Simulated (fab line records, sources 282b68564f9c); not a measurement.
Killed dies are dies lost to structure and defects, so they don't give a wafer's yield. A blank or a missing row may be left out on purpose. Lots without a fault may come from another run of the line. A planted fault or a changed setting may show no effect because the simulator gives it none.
One fault seen from 2 desks | flow rit_cmos | each desk has only its own numbers; what lay behind them comes last

THE METROLOGY DESK
What the gauges read, lot by lot, whatever tool the lot ran on: means of the sampled wafers that have a number. A lot is out of limits, marked OUT, if its mean lies more than 4 standard deviations from the usual mean; the brackets give that distance. Of its 14 readings 7 are shown: those that lie furthest out on some lot.
Columns: A = NSD_RS at RIT_SDANNEAL_RS_MEAS_05, usual 84.6 ohm/sq; B = PLDD_RS at RIT_SDANNEAL_RS_MEAS_06, usual 178.7 ohm/sq; C = NLDD_RS at RIT_SDANNEAL_RS_MEAS_07, usual 150.3 ohm/sq; D = SILICIDE_TI_RS at RIT_SILICIDE_RS_MEAS_02, usual 47.8 ohm/sq; E = cd_nm at RIT_CONTACT_CD_MEAS_08, usual 999.9 nm; F = cd_nm at RIT_CONTACT_CD_MEAS_90, usual 999.8 nm; G = cd_nm at RIT_M1_CD_MEAS_09, usual 2600.1 nm
lot  | first seen here | A    | B     | C     | D    | E      | F      | G
L221 | day 3 16:13     | 84.8 | 179.4 | 150.8 | 47.8 | 1000.5 | 1000.3 | 2597.3
L229 | day 5 14:11     | 84.7 | 178.6 | 149.7 | 48.2 | 1000.0 | 1000.4 | 2600.1
L230 | day 5 17:13     | 84.4 | 179.3 | 150.5 | 48.1 | 998.2  | 997.9  | 2599.0
L231 | day 5 22:53     | 84.6 | 178.4 | 150.2 | 48.0 | 996.1  | 996.0  | 2602.4
L233 | day 6 05:54     | 84.6 | 179.2 | 151.1 | 49.2 | 1001.5 | 1001.3 | 2604.1
L241 | day 7 20:49     | 84.1 | 177.7 | 149.7 | 47.4 | 1000.8 | 1000.7 | 2598.3
This desk's finding: nothing out of limits on any of the 6 lots.

THE TOOL OWNER'S DESK: rtp_anneal-02
The tool's own readings at RIT_SILICIDE_RTA_06 (time 10 s, ramp up 5 s, ramp down 10 s): means of the sampled wafers that have a number, for each lot that ran on this tool. A lot is out of limits, marked OUT, if its mean lies more than 4 standard deviations from the usual mean; the brackets give that distance.
Columns: A = wafer_temp_C_max at RIT_SILICIDE_RTA_06, usual 754.3
lot  | first seen here | A
L221 | day 3 17:09     | 752.7
L229 | day 5 15:07     | 752.5
L231 | day 5 23:49     | 752.2
L233 | day 6 06:50     | 752.4
This desk's finding: nothing out of limits on any of the 4 lots.

PUT TOGETHER
The metrology desk saw nothing out of limits.
The tool owner's desk saw nothing out of limits.

WHAT THE SIMULATOR HAD PUT IN
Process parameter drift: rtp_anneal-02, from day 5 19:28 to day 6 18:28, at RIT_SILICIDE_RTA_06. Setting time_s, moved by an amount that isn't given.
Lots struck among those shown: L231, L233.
